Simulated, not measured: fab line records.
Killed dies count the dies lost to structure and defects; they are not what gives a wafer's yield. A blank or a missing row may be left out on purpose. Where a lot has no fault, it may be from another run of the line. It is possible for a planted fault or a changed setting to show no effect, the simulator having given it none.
fab line records :: flow berkeley_cmos170
[record]
  lots = 6
  wafers = 18
  last_day = 14
route steps=331 shown M2@290 V2@292
lots with no fault: from the same line, run without faults
start_h: hours from the record's first day to the start of the lot's first wafer shown :: wait_h: hours from the lot's prior step to this one :: " unchanged from the row above :: L1.1+2: a row that stands for several wafers :: - value missing, or start not given :: * or withheld: withheld :: < > ~ a bound
route shown NAME@n: names a module that has steps shown in the file, with the first one's number in the route :: usual: the fault-free wafers' mean and standard deviation :: same: alike in all rows :: chamber/n: place in a boat :: sites: readings site by site :: _std_site: their standard deviation :: _edge_site: outer sites' mean less inner sites' :: radius_mm: how far each site lies from the wafer's centre :: mask NAME#n: copy n :: behind: the last tool/chamber to shape the wafer :: hold: cause of the lot's hold/its duration in hours/its outcome :: device: the transistor (n, p or np) that didn't switch :: end of line: tests of these same wafers at the route's end :: a step without rows: its recipe alone :: killed: count of dies lost to structure and defects at first sort (not the wafer's yield) :: map: a wafer's dies, x killed, . not, _ none there
set.NAME: setting as actually run; set.NAME@STEP: the setting as run at that earlier step :: model.NAME: the simulator's own value behind a step, which no gauge read
a table for each step, a row for each wafer; lots at some steps of the route
services: the hour from which a tool's chamber was out of use, counted from the record's first day as start_h (under 0 if before that day), plus the number of hours and why
[[steps]]
[step UCB170_M2_STRIP_19]
[recipe]
  chemistry = O2
  power_w = 400
  pressure_mtorr = 3500
  platen_temp_c = withheld
  o2_flow_sccm = 400
  overash_fraction = 0.5
[usual]
  drypump_motor_current_A = 5.6/0.45
  oes_product_au = 0.541/0.011
lot.wafer: L773.2
tool: plasma_asher-03
chamber: 1
start_h: 203.52
wait_h: 0.1
drypump_motor_current_A: 5.9
oes_product_au: 0.542
rf_hours_counter_h: 45

lot.wafer: L773.3
tool: plasma_asher-03
chamber: 0
start_h: 203.52
wait_h: 0.1
drypump_motor_current_A: 6.3
oes_product_au: 0.519
rf_hours_counter_h: -

lot.wafer: L773.6
tool: plasma_asher-03
chamber: 1
start_h: 203.52
wait_h: 0.1
drypump_motor_current_A: 5.8
oes_product_au: 0.532
rf_hours_counter_h: -

lot.wafer: L777.3
tool: plasma_asher-02
chamber: 0
start_h: 236.66
wait_h: 0.1
drypump_motor_current_A: 5.6
oes_product_au: 0.523
rf_hours_counter_h: -

lot.wafer: L777.5
tool: plasma_asher-02
chamber: 0
start_h: 236.66
wait_h: 0.1
drypump_motor_current_A: 5.6
oes_product_au: 0.559
rf_hours_counter_h: -

lot.wafer: L777.6
tool: plasma_asher-02
chamber: 1
start_h: 236.66
wait_h: 0.1
drypump_motor_current_A: 5.9
oes_product_au: 0.530
rf_hours_counter_h: -

lot.wafer: L780.3
tool: plasma_asher-03
chamber: 1
start_h: 245.93
wait_h: 0.1
drypump_motor_current_A: 5.9
oes_product_au: 0.536
rf_hours_counter_h: -

lot.wafer: L780.4
tool: plasma_asher-03
chamber: 0
start_h: 245.93
wait_h: 0.1
drypump_motor_current_A: 6.3
oes_product_au: 0.537
rf_hours_counter_h: -

lot.wafer: L780.5
tool: plasma_asher-03
chamber: 1
start_h: 245.93
wait_h: 0.1
drypump_motor_current_A: 5.9
oes_product_au: 0.543
rf_hours_counter_h: -

lot.wafer: L783.2
tool: plasma_asher-03
chamber: 1
start_h: 257.28
wait_h: 0.1
drypump_motor_current_A: 5.9
oes_product_au: 0.551
rf_hours_counter_h: 51

lot.wafer: L783.3
tool: plasma_asher-03
chamber: 1
start_h: 257.28
wait_h: 0.1
drypump_motor_current_A: 5.9
oes_product_au: 0.543
rf_hours_counter_h: -

lot.wafer: L783.5
tool: plasma_asher-03
chamber: 1
start_h: 257.28
wait_h: 0.1
drypump_motor_current_A: 5.9
oes_product_au: 0.546
rf_hours_counter_h: -

lot.wafer: L788.1
tool: plasma_asher-02
chamber: 1
start_h: 301.76
wait_h: 0.1
drypump_motor_current_A: 5.9
oes_product_au: 0.549
rf_hours_counter_h: 60

lot.wafer: L788.5
tool: plasma_asher-02
chamber: 1
start_h: 301.76
wait_h: 0.1
drypump_motor_current_A: 5.9
oes_product_au: 0.542
rf_hours_counter_h: -

lot.wafer: L788.6
tool: plasma_asher-02
chamber: 0
start_h: 301.76
wait_h: 0.1
drypump_motor_current_A: 5.6
oes_product_au: 0.523
rf_hours_counter_h: -

lot.wafer: L792.1
tool: plasma_asher-04
chamber: 1
start_h: 328.98
wait_h: 0.1
drypump_motor_current_A: 5.4
oes_product_au: 0.520
rf_hours_counter_h: 56

lot.wafer: L792.3
tool: plasma_asher-04
chamber: 1
start_h: 328.98
wait_h: 0.1
drypump_motor_current_A: 5.3
oes_product_au: 0.531
rf_hours_counter_h: -

lot.wafer: L792.5
tool: plasma_asher-04
chamber: 1
start_h: 328.98
wait_h: 0.1
drypump_motor_current_A: 5.3
oes_product_au: 0.567
rf_hours_counter_h: -
[step UCB170_M2_CD_MEAS_90]
[recipe]
  target_cd_nm = 700
[usual]
  cd_nm = 700/3.3
lot.wafer: L773.2
tool: cd_sem-01
chamber: -
start_h: 203.64
wait_h: 0.1
cd_nm: 700

lot.wafer: L773.3
tool: cd_sem-01
chamber: -
start_h: 203.64
wait_h: 0.1
cd_nm: 700

lot.wafer: L773.6
tool: cd_sem-01
chamber: -
start_h: 203.64
wait_h: 0.1
cd_nm: 701

lot.wafer: L777.3
tool: cd_sem-01
chamber: -
start_h: 236.77
wait_h: 0.1
cd_nm: 696

lot.wafer: L777.5
tool: cd_sem-01
chamber: -
start_h: 236.77
wait_h: 0.1
cd_nm: 695

lot.wafer: L777.6
tool: cd_sem-01
chamber: -
start_h: 236.77
wait_h: 0.1
cd_nm: 697

lot.wafer: L780.3
tool: cd_sem-01
chamber: -
start_h: 246.03
wait_h: 0.1
cd_nm: 704

lot.wafer: L780.4
tool: cd_sem-01
chamber: -
start_h: 246.03
wait_h: 0.1
cd_nm: 702

lot.wafer: L780.5
tool: cd_sem-01
chamber: -
start_h: 246.03
wait_h: 0.1
cd_nm: 704

lot.wafer: L783.2
tool: cd_sem-01
chamber: -
start_h: 257.40
wait_h: 0.1
cd_nm: 705

lot.wafer: L783.3
tool: cd_sem-01
chamber: -
start_h: 257.40
wait_h: 0.1
cd_nm: 704

lot.wafer: L783.5
tool: cd_sem-01
chamber: -
start_h: 257.40
wait_h: 0.1
cd_nm: 701

lot.wafer: L788.1
tool: cd_sem-01
chamber: -
start_h: 301.86
wait_h: 0.1
cd_nm: 701

lot.wafer: L788.5
tool: cd_sem-01
chamber: -
start_h: 301.86
wait_h: 0.1
cd_nm: 701

lot.wafer: L788.6
tool: cd_sem-01
chamber: -
start_h: 301.86
wait_h: 0.1
cd_nm: 696

lot.wafer: L792.1
tool: cd_sem-02
chamber: -
start_h: 329.08
wait_h: 0.1
cd_nm: 698

lot.wafer: L792.3
tool: cd_sem-02
chamber: -
start_h: 329.08
wait_h: 0.1
cd_nm: 694

lot.wafer: L792.5
tool: cd_sem-02
chamber: -
start_h: 329.08
wait_h: 0.1
cd_nm: 700
[step UCB170_V2_CVD_00]
[recipe]
  material = SiO2
  target_thk_nm = 2000
  temp_c = 390
  precursor = TEOS/O2
  time_s = 250
  rf_w = 550
  pressure_mtorr = 9000
[usual]
  heater_power_w = 263/66
lot.wafer: L773.2
tool: pecvd-02
chamber: 1
start_h: 203.74
wait_h: 0.1
heater_power_w: 194

lot.wafer: L773.3
tool: pecvd-02
chamber: 0
start_h: 203.74
wait_h: 0.1
heater_power_w: 384

lot.wafer: L773.6
tool: pecvd-02
chamber: 1
start_h: 203.74
wait_h: 0.1
heater_power_w: 242

lot.wafer: L777.3
tool: pecvd-02
chamber: 2
start_h: 236.85
wait_h: 0.1
heater_power_w: 254

lot.wafer: L777.5
tool: pecvd-02
chamber: 2
start_h: 236.85
wait_h: 0.1
heater_power_w: 195

lot.wafer: L777.6
tool: pecvd-02
chamber: 1
start_h: 236.85
wait_h: 0.1
heater_power_w: 232

lot.wafer: L780.3
tool: pecvd-01
chamber: 2
start_h: 246.11
wait_h: 0.1
heater_power_w: 240

lot.wafer: L780.4
tool: pecvd-01
chamber: 1
start_h: 246.11
wait_h: 0.1
heater_power_w: 240

lot.wafer: L780.5
tool: pecvd-01
chamber: 0
start_h: 246.11
wait_h: 0.1
heater_power_w: 291

lot.wafer: L783.2
tool: pecvd-04
chamber: 0
start_h: 257.50
wait_h: 0.1
heater_power_w: 222

lot.wafer: L783.3
tool: pecvd-04
chamber: 1
start_h: 257.50
wait_h: 0.1
heater_power_w: 239

lot.wafer: L783.5
tool: pecvd-04
chamber: 0
start_h: 257.50
wait_h: 0.1
heater_power_w: 172

lot.wafer: L788.1
tool: pecvd-01
chamber: 0
start_h: 301.98
wait_h: 0.1
heater_power_w: 384

lot.wafer: L788.5
tool: pecvd-01
chamber: 1
start_h: 301.98
wait_h: 0.1
heater_power_w: 240

lot.wafer: L788.6
tool: pecvd-01
chamber: 0
start_h: 301.98
wait_h: 0.1
heater_power_w: 302

lot.wafer: L792.1
tool: pecvd-04
chamber: 2
start_h: 329.20
wait_h: 0.1
heater_power_w: 239

lot.wafer: L792.3
tool: pecvd-04
chamber: 1
start_h: 329.20
wait_h: 0.1
heater_power_w: 199

lot.wafer: L792.5
tool: pecvd-04
chamber: 2
start_h: 329.20
wait_h: 0.1
heater_power_w: 299
[step UCB170_V2_THK_MEAS_01]
[recipe]
  reads = SiO2_of_V2_CVD_00
[usual]
  V2_TEOS_THK = 1995/27
lot.wafer: L773.2
tool: film_metro-02
chamber: -
start_h: 203.90
wait_h: 0.1
V2_TEOS_THK[nm]: 1997

lot.wafer: L773.3
tool: film_metro-02
chamber: -
start_h: 203.90
wait_h: 0.1
V2_TEOS_THK[nm]: 1973

lot.wafer: L773.6
tool: film_metro-02
chamber: -
start_h: 203.90
wait_h: 0.1
V2_TEOS_THK[nm]: 2039

lot.wafer: L777.3
tool: film_metro-01
chamber: -
start_h: 237.02
wait_h: 0.1
V2_TEOS_THK[nm]: 1957

lot.wafer: L777.5
tool: film_metro-01
chamber: -
start_h: 237.02
wait_h: 0.1
V2_TEOS_THK[nm]: 1999

lot.wafer: L777.6
tool: film_metro-01
chamber: -
start_h: 237.02
wait_h: 0.1
V2_TEOS_THK[nm]: 2047

lot.wafer: L780.3
tool: film_metro-03
chamber: -
start_h: 246.29
wait_h: 0.1
V2_TEOS_THK[nm]: 1989

lot.wafer: L780.4
tool: film_metro-03
chamber: -
start_h: 246.29
wait_h: 0.1
V2_TEOS_THK[nm]: 1975

lot.wafer: L780.5
tool: film_metro-03
chamber: -
start_h: 246.29
wait_h: 0.1
V2_TEOS_THK[nm]: 1995

lot.wafer: L783.2
tool: film_metro-02
chamber: -
start_h: 257.67
wait_h: 0.1
V2_TEOS_THK[nm]: 1963

lot.wafer: L783.3
tool: film_metro-02
chamber: -
start_h: 257.67
wait_h: 0.1
V2_TEOS_THK[nm]: 1989

lot.wafer: L783.5
tool: film_metro-02
chamber: -
start_h: 257.67
wait_h: 0.1
V2_TEOS_THK[nm]: 2009

lot.wafer: L788.1
tool: film_metro-02
chamber: -
start_h: 302.13
wait_h: 0.1
V2_TEOS_THK[nm]: 1945

lot.wafer: L788.5
tool: film_metro-02
chamber: -
start_h: 302.13
wait_h: 0.1
V2_TEOS_THK[nm]: 1981

lot.wafer: L788.6
tool: film_metro-02
chamber: -
start_h: 302.13
wait_h: 0.1
V2_TEOS_THK[nm]: 1993

lot.wafer: L792.1
tool: film_metro-01
chamber: -
start_h: 329.35
wait_h: 0.1
V2_TEOS_THK[nm]: 1958

lot.wafer: L792.3
tool: film_metro-01
chamber: -
start_h: 329.35
wait_h: 0.1
V2_TEOS_THK[nm]: 1971

lot.wafer: L792.5
tool: film_metro-01
chamber: -
start_h: 329.35
wait_h: 0.1
V2_TEOS_THK[nm]: 2011
[step UCB170_V2_CMP_02]
[recipe]
  material = SiO2
  down_force_psi = 6
  platen_rpm = 60
  pad_velocity_m_s = 0.75398
[usual]
  motor_current_A = 15.6/1.8
lot.wafer: L773.3
tool: cmp-01
chamber: 1
start_h: 204.05
wait_h: 0.1
motor_current_A: 14.1

lot.wafer: L773.2
tool: cmp-01
chamber: 2
start_h: 204.05
wait_h: 0.1
motor_current_A: 14.6

lot.wafer: L773.6
tool: cmp-01
chamber: 0
start_h: 204.05
wait_h: 0.1
motor_current_A: 13.9

lot.wafer: L777.3
tool: cmp-01
chamber: 3
start_h: 237.16
wait_h: 0.1
motor_current_A: 19.7

lot.wafer: L777.6
tool: cmp-01
chamber: 1
start_h: 237.16
wait_h: 0.1
motor_current_A: 13.8

lot.wafer: L777.5
tool: cmp-01
chamber: 2
start_h: 237.16
wait_h: 0.1
motor_current_A: 14.6

lot.wafer: L780.4
tool: cmp-01
chamber: 2
start_h: 246.43
wait_h: 0.1
motor_current_A: 15.0

lot.wafer: L780.3
tool: cmp-01
chamber: 3
start_h: 246.43
wait_h: 0.1
motor_current_A: 20.0

lot.wafer: L780.5
tool: cmp-01
chamber: 1
start_h: 246.43
wait_h: 0.1
motor_current_A: 15.5

lot.wafer: L783.3
tool: cmp-02
chamber: 3
start_h: 257.77
wait_h: 0.1
motor_current_A: 15.7

lot.wafer: L783.2
tool: cmp-02
chamber: 1
start_h: 257.77
wait_h: 0.1
motor_current_A: 14.9

lot.wafer: L783.5
tool: cmp-02
chamber: 2
start_h: 257.77
wait_h: 0.1
motor_current_A: 17.1

lot.wafer: L788.1
tool: cmp-01
chamber: 3
start_h: 302.29
wait_h: 0.1
motor_current_A: 19.3

lot.wafer: L788.5
tool: cmp-01
chamber: 1
start_h: 302.29
wait_h: 0.1
motor_current_A: 15.2

lot.wafer: L788.6
tool: cmp-01
chamber: 2
start_h: 302.29
wait_h: 0.1
motor_current_A: 14.7

lot.wafer: L792.1
tool: cmp-02
chamber: 2
start_h: 329.46
wait_h: 0.1
motor_current_A: 17.9

lot.wafer: L792.3
tool: cmp-02
chamber: 3
start_h: 329.46
wait_h: 0.1
motor_current_A: 14.2

lot.wafer: L792.5
tool: cmp-02
chamber: 1
start_h: 329.46
wait_h: 0.1
motor_current_A: 14.6
[step UCB170_V2_BOW_MEAS_03]
[recipe]
  mode = bow
[usual]
  V2_BOW = 37/7.6
lot.wafer: L773.2
tool: film_metro-03
chamber: -
start_h: 204.27
wait_h: 0.1
V2_BOW[um]: 46

lot.wafer: L773.3
tool: film_metro-03
chamber: -
start_h: 204.27
wait_h: 0.1
V2_BOW[um]: 37

lot.wafer: L773.6
tool: film_metro-03
chamber: -
start_h: 204.27
wait_h: 0.1
V2_BOW[um]: 47

lot.wafer: L777.3
tool: film_metro-02
chamber: -
start_h: 237.40
wait_h: 0.2
V2_BOW[um]: 34

lot.wafer: L777.5
tool: film_metro-02
chamber: -
start_h: 237.40
wait_h: 0.2
V2_BOW[um]: 34

lot.wafer: L777.6
tool: film_metro-02
chamber: -
start_h: 237.40
wait_h: 0.2
V2_BOW[um]: 28

lot.wafer: L780.3
tool: film_metro-02
chamber: -
start_h: 246.67
wait_h: 0.1
V2_BOW[um]: 27

lot.wafer: L780.4
tool: film_metro-02
chamber: -
start_h: 246.67
wait_h: 0.1
V2_BOW[um]: 17

lot.wafer: L780.5
tool: film_metro-02
chamber: -
start_h: 246.67
wait_h: 0.1
V2_BOW[um]: 34

lot.wafer: L783.2
tool: film_metro-01
chamber: -
start_h: 258.04
wait_h: 0.1
V2_BOW[um]: 31

lot.wafer: L783.3
tool: film_metro-01
chamber: -
start_h: 258.04
wait_h: 0.1
V2_BOW[um]: 25

lot.wafer: L783.5
tool: film_metro-01
chamber: -
start_h: 258.04
wait_h: 0.1
V2_BOW[um]: 35

lot.wafer: L788.1
tool: film_metro-01
chamber: -
start_h: 302.49
wait_h: 0.1
V2_BOW[um]: 36

lot.wafer: L788.5
tool: film_metro-01
chamber: -
start_h: 302.49
wait_h: 0.1
V2_BOW[um]: 21

lot.wafer: L788.6
tool: film_metro-01
chamber: -
start_h: 302.49
wait_h: 0.1
V2_BOW[um]: 48

lot.wafer: L792.1
tool: film_metro-02
chamber: -
start_h: 329.71
wait_h: 0.2
V2_BOW[um]: 46

lot.wafer: L792.3
tool: film_metro-02
chamber: -
start_h: 329.71
wait_h: 0.2
V2_BOW[um]: 38

lot.wafer: L792.5
tool: film_metro-02
chamber: -
start_h: 329.71
wait_h: 0.2
V2_BOW[um]: 36
[step UCB170_V2_THK_MEAS_04]
[recipe]
  reads = SiO2_of_V2_CVD_00
[usual]
  V2_POLISHED_THK = 1000.4/1.2
lot.wafer: L773.2
tool: film_metro-03
chamber: -
start_h: 204.38
wait_h: 0.1
V2_POLISHED_THK[nm]: 1000.9

lot.wafer: L773.3
tool: film_metro-03
chamber: -
start_h: 204.38
wait_h: 0.1
V2_POLISHED_THK[nm]: 998.8

lot.wafer: L773.6
tool: film_metro-03
chamber: -
start_h: 204.38
wait_h: 0.1
V2_POLISHED_THK[nm]: 1000.4

lot.wafer: L777.3
tool: film_metro-02
chamber: -
start_h: 237.50
wait_h: 0.1
V2_POLISHED_THK[nm]: 1000.4

lot.wafer: L777.5
tool: film_metro-02
chamber: -
start_h: 237.50
wait_h: 0.1
V2_POLISHED_THK[nm]: 999.4

lot.wafer: L777.6
tool: film_metro-02
chamber: -
start_h: 237.50
wait_h: 0.1
V2_POLISHED_THK[nm]: 999.7

lot.wafer: L780.3
tool: film_metro-02
chamber: -
start_h: 246.77
wait_h: 0.1
V2_POLISHED_THK[nm]: 1001.8

lot.wafer: L780.4
tool: film_metro-02
chamber: -
start_h: 246.77
wait_h: 0.1
V2_POLISHED_THK[nm]: 1002.0

lot.wafer: L780.5
tool: film_metro-02
chamber: -
start_h: 246.77
wait_h: 0.1
V2_POLISHED_THK[nm]: 1001.2

lot.wafer: L783.2
tool: film_metro-01
chamber: -
start_h: 258.15
wait_h: 0.1
V2_POLISHED_THK[nm]: 998.8

lot.wafer: L783.3
tool: film_metro-01
chamber: -
start_h: 258.15
wait_h: 0.1
V2_POLISHED_THK[nm]: 1001.1

lot.wafer: L783.5
tool: film_metro-01
chamber: -
start_h: 258.15
wait_h: 0.1
V2_POLISHED_THK[nm]: 1001.6

lot.wafer: L788.1
tool: film_metro-01
chamber: -
start_h: 302.61
wait_h: 0.1
V2_POLISHED_THK[nm]: 999.7

lot.wafer: L788.5
tool: film_metro-01
chamber: -
start_h: 302.61
wait_h: 0.1
V2_POLISHED_THK[nm]: 999.2

lot.wafer: L788.6
tool: film_metro-01
chamber: -
start_h: 302.61
wait_h: 0.1
V2_POLISHED_THK[nm]: 1001.7

lot.wafer: L792.1
tool: film_metro-02
chamber: -
start_h: 329.83
wait_h: 0.1
V2_POLISHED_THK[nm]: 1003.3

lot.wafer: L792.3
tool: film_metro-02
chamber: -
start_h: 329.83
wait_h: 0.1
V2_POLISHED_THK[nm]: 998.9

lot.wafer: L792.5
tool: film_metro-02
chamber: -
start_h: 329.83
wait_h: 0.1
V2_POLISHED_THK[nm]: 998.4
[step UCB170_V2_CLEAN_05]
[recipe]
  chemistry = DIW
[step UCB170_V2_HMDS_06]
[recipe]
  prime_time_s = 60
  prime_temp_c = 100
[step UCB170_V2_COAT_07]
[recipe]
  resist = KrF
  spin_rpm = 1500
  resist_thk_nm = 900
[step UCB170_V2_SOFTBAKE_08]
[recipe]
  resist = KrF
  temp_c = 130
  time_s = 60
[step UCB170_V2_EXPOSE_09]
[recipe]
  mask_id = VIA2
  target_cd_nm = 700
  na = 0.5
  sigma_outer = 0.6
  source_shape = conventional
  dose_mj = 37
[step UCB170_V2_PEB_10]
[recipe]
  peb_temp_c = 130
  peb_time_s = withheld
  resist = KrF
[usual]
  chill_plate_temp_C = 22.96/0.1
  exhaust_pa = 45.0/0.91
lot.wafer: L773.2
tool: litho_track-03
chamber: 0
start_h: 205.51
wait_h: 0.3
chill_plate_temp_C: 22.98
exhaust_pa: 47.6

lot.wafer: L773.3
tool: litho_track-03
chamber: 0
start_h: 205.51
wait_h: 0.3
chill_plate_temp_C: 23.07
exhaust_pa: 45.9

lot.wafer: L773.6
tool: litho_track-03
chamber: 0
start_h: 205.51
wait_h: 0.3
chill_plate_temp_C: 22.98
exhaust_pa: 45.3

lot.wafer: L777.3
tool: litho_track-03
chamber: -
start_h: 238.93
wait_h: 0.5
chill_plate_temp_C: -
exhaust_pa: -

lot.wafer: L777.5
tool: litho_track-03
chamber: -
start_h: 238.93
wait_h: 0.5
chill_plate_temp_C: -
exhaust_pa: -

lot.wafer: L777.6
tool: litho_track-03
chamber: -
start_h: 238.93
wait_h: 0.5
chill_plate_temp_C: -
exhaust_pa: -

lot.wafer: L780.3
tool: litho_track-03
chamber: -
start_h: 247.93
wait_h: 0.3
chill_plate_temp_C: -
exhaust_pa: -

lot.wafer: L780.4
tool: litho_track-03
chamber: -
start_h: 247.93
wait_h: 0.3
chill_plate_temp_C: -
exhaust_pa: -

lot.wafer: L780.5
tool: litho_track-03
chamber: -
start_h: 247.93
wait_h: 0.3
chill_plate_temp_C: -
exhaust_pa: -

lot.wafer: L783.2
tool: litho_track-01
chamber: 0
start_h: 259.09
wait_h: 0.1
chill_plate_temp_C: 22.95
exhaust_pa: 45.2

lot.wafer: L783.3
tool: litho_track-01
chamber: 0
start_h: 259.09
wait_h: 0.1
chill_plate_temp_C: 22.95
exhaust_pa: 43.7

lot.wafer: L783.5
tool: litho_track-01
chamber: 0
start_h: 259.09
wait_h: 0.1
chill_plate_temp_C: 22.99
exhaust_pa: 43.9

lot.wafer: L788.1
tool: litho_track-03
chamber: 0
start_h: 304.02
wait_h: 0.4
chill_plate_temp_C: 23.09
exhaust_pa: 45.5

lot.wafer: L788.5
tool: litho_track-03
chamber: 0
start_h: 304.02
wait_h: 0.4
chill_plate_temp_C: 22.93
exhaust_pa: 46.3

lot.wafer: L788.6
tool: litho_track-03
chamber: 0
start_h: 304.02
wait_h: 0.4
chill_plate_temp_C: 23.03
exhaust_pa: 46.2

lot.wafer: L792.1
tool: litho_track-04
chamber: 0
start_h: 331.22
wait_h: 0.3
chill_plate_temp_C: 22.89
exhaust_pa: 43.6

lot.wafer: L792.3
tool: litho_track-04
chamber: 0
start_h: 331.22
wait_h: 0.3
chill_plate_temp_C: 22.95
exhaust_pa: 44.9

lot.wafer: L792.5
tool: litho_track-04
chamber: 0
start_h: 331.22
wait_h: 0.3
chill_plate_temp_C: 23.03
exhaust_pa: 43.8
[step UCB170_V2_DEVELOP_11]
[recipe]
  developer = TMAH
  develop_time_s = 45
  resist = KrF
  dev_temp_c = 21
[[services]]
tool: cmp-02
chamber: -
start_h: 200.28
hours: 13.1
kind: pm

tool: plasma_asher-04
chamber: -
start_h: 212.68
hours: 9.1
kind: repair

tool: cmp-02
chamber: -
start_h: 213.37
hours: 6.7
kind: pm

tool: cmp-02
chamber: -
start_h: 223.65
hours: 1.1
kind: repair

tool: pecvd-01
chamber: 2
start_h: 224.98
hours: 4.4
kind: repair

tool: cmp-01
chamber: -
start_h: 232.00
hours: 4.0
kind: pm

tool: pecvd-01
chamber: -
start_h: 234.37
hours: 2.7
kind: repair

tool: cmp-01
chamber: -
start_h: 236.00
hours: -
kind: consumable_replace:conditioner

tool: cmp-01
chamber: -
start_h: 236.00
hours: -
kind: consumable_replace:pad

tool: pecvd-04
chamber: -
start_h: 242.50
hours: 14.0
kind: pm

tool: pecvd-04
chamber: 0
start_h: 242.50
hours: 14.0
kind: vent_cycle

tool: pecvd-04
chamber: 1
start_h: 242.50
hours: 14.0
kind: vent_cycle

tool: pecvd-04
chamber: 2
start_h: 242.50
hours: 14.0
kind: vent_cycle

tool: plasma_asher-04
chamber: -
start_h: 249.59
hours: 1.6
kind: repair

tool: cmp-02
chamber: -
start_h: 250.17
hours: 1.9
kind: repair

tool: pecvd-04
chamber: 0
start_h: 256.50
hours: -
kind: clean

tool: pecvd-04
chamber: 1
start_h: 256.50
hours: -
kind: clean

tool: pecvd-04
chamber: 2
start_h: 256.50
hours: -
kind: clean

tool: plasma_asher-03
chamber: -
start_h: 279.72
hours: 4.3
kind: pm

tool: plasma_asher-02
chamber: -
start_h: 282.34
hours: 2.1
kind: repair

tool: pecvd-04
chamber: -
start_h: 289.22
hours: 2.8
kind: pm

tool: cmp-01
chamber: -
start_h: 293.50
hours: 7.5
kind: pm

tool: plasma_asher-03
chamber: -
start_h: 300.14
hours: 22.8
kind: repair

tool: cmp-01
chamber: -
start_h: 312.38
hours: 7.3
kind: pm
[[key]]
[first_sign]
  step = UCB170_V2_PEB_10
  reading = tool_record
  direction = missing
effect none on later readings
met_at UCB170_V2_PEB_10
struck_wafers L777.3,L777.5,L777.6,L780.3,L780.4,L780.5
later_rows_left_out L777.3,L777.5,L777.6,L780.3,L780.4,L780.5
sort_left_out L777.3,L777.5,L777.6,L780.3,L780.4,L780.5
onset_between 205.51 238.93
[fault]
  kind = skipped_step_whole
  tool = litho_track-03,litho_track-04
  chamber = -
  onset_h = 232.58
  steps = UCB170_V2_PEB_10
  scope = struck_lots_only
// sort_left_out: the simulated sort isn't trusted on such a fault, so these wafers' sort isn't shown, and their yield isn't known
// later_rows_left_out: the simulator's readings of these wafers behind a module that went badly wrong aren't trusted and aren't shown, but for the sort
